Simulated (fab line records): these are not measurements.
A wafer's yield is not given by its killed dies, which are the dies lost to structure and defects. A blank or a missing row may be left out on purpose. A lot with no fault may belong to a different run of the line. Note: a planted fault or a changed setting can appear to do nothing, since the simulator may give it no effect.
Which tool was responsible? | flow rit-cmos | 42 wafers sampled from 14 lots at 1 step of a route of 202

## WHAT EACH GAUGE READ, for each wafer
The record lacks any reading of a measuring or inspecting step that a usual standard deviation could be used to judge.

## TOOL THAT RAN EACH LOT (tool first, then ch and the chambers of the sampled wafers, then the start)
lot  | RIT_WELLDRIVE_ANNEAL_00
L473 | furnace-03 ch 0, day 1 23:56
L474 | furnace-01 ch 0, day 2 07:55
L477 | furnace-04 ch 0, day 2 22:07
L478 | furnace-03 ch 0, day 3 01:02
L479 | furnace-01 ch 0, day 3 04:50
L480 | furnace-03 ch 0, day 3 10:28
L482 | furnace-03, day 4 00:48
L483 | furnace-01, day 4 02:02
L485 | furnace-03 ch 0, day 4 10:49
L491 | furnace-01 ch 0, day 5 17:10
L492 | furnace-01 ch 0, day 5 22:16
L494 | furnace-01 ch 0, day 6 09:41
L495 | furnace-01 ch 0, day 6 14:46
L496 | furnace-01 ch 0, day 6 19:51
- RIT_WELLDRIVE_ANNEAL_00: time 14700 s.

## WHAT THE TOOLS THEMSELVES READ (means of the sampled wafers that have a number; where no wafer has one, the mark that the record gives instead)
RIT_WELLDRIVE_ANNEAL_00.
lot  | tool       | run-length-s (s) | spike-tc-centre-C (C) | tube_center_temp_C_max
L473 | furnace-03 | 18260            | 1102.9                | 1102.6
L474 | furnace-01 | 18264            | 1101.0                | 1102.7
L477 | furnace-04 | 18276            | 1103.2                | 1103.5
L478 | furnace-03 | 18248            | 1102.0                | 1103.0
L479 | furnace-01 | 18268            | 1101.7                | 1102.8
L480 | furnace-03 | 18255            | 1101.7                | 1103.3
L482 | furnace-03 | -                | -                     | -
L483 | furnace-01 | -                | -                     | -
L485 | furnace-03 | 18257            | 1102.3                | 1102.7
L491 | furnace-01 | 18271            | 1101.1                | 1103.3
L492 | furnace-01 | 18271            | 1100.5                | 1102.3
L494 | furnace-01 | 18268            | 1100.9                | 1102.5
L495 | furnace-01 | 18273            | 1101.2                | 1102.7
L496 | furnace-01 | 18273            | 1101.0                | 1103.3

## THE ANSWER, worked out from the rows above alone
Rule: what is usual is taken from the lots themselves. The widest of any qualifying gaps counts: lots, ordered by their means at a reading, are off when they make up no more than a third of the lots, leave a main group of 4 or more, and stand apart from it by 3 or more times the standard deviation of that group's means. The tables above print the reading to a certain number of digits; a main group whose means all agree to those digits is not used. Also off: a lot with no number at a reading for which 4 or more lots have one. The other lots that the step has rows for count as sound. First the gauges in route order, then the tools' own readings, where a lot's mean is used as printed above. At the first step where some lot is off, the reading lying furthest off is the one used; lots without a number count as furthest.
Off: L482, L483, at RIT_WELLDRIVE_ANNEAL_00 (run-length-s). Without a number there: L482, L483. The main group has a mean of 18265 s with a standard deviation of 8.2.
If a tool, at that step or one of the process steps before it, ran each lot that is off and ran no sound lot following the first of them, it fits. Of those tried, none fits.

## WHAT WAS PUT IN BY THE SIMULATOR
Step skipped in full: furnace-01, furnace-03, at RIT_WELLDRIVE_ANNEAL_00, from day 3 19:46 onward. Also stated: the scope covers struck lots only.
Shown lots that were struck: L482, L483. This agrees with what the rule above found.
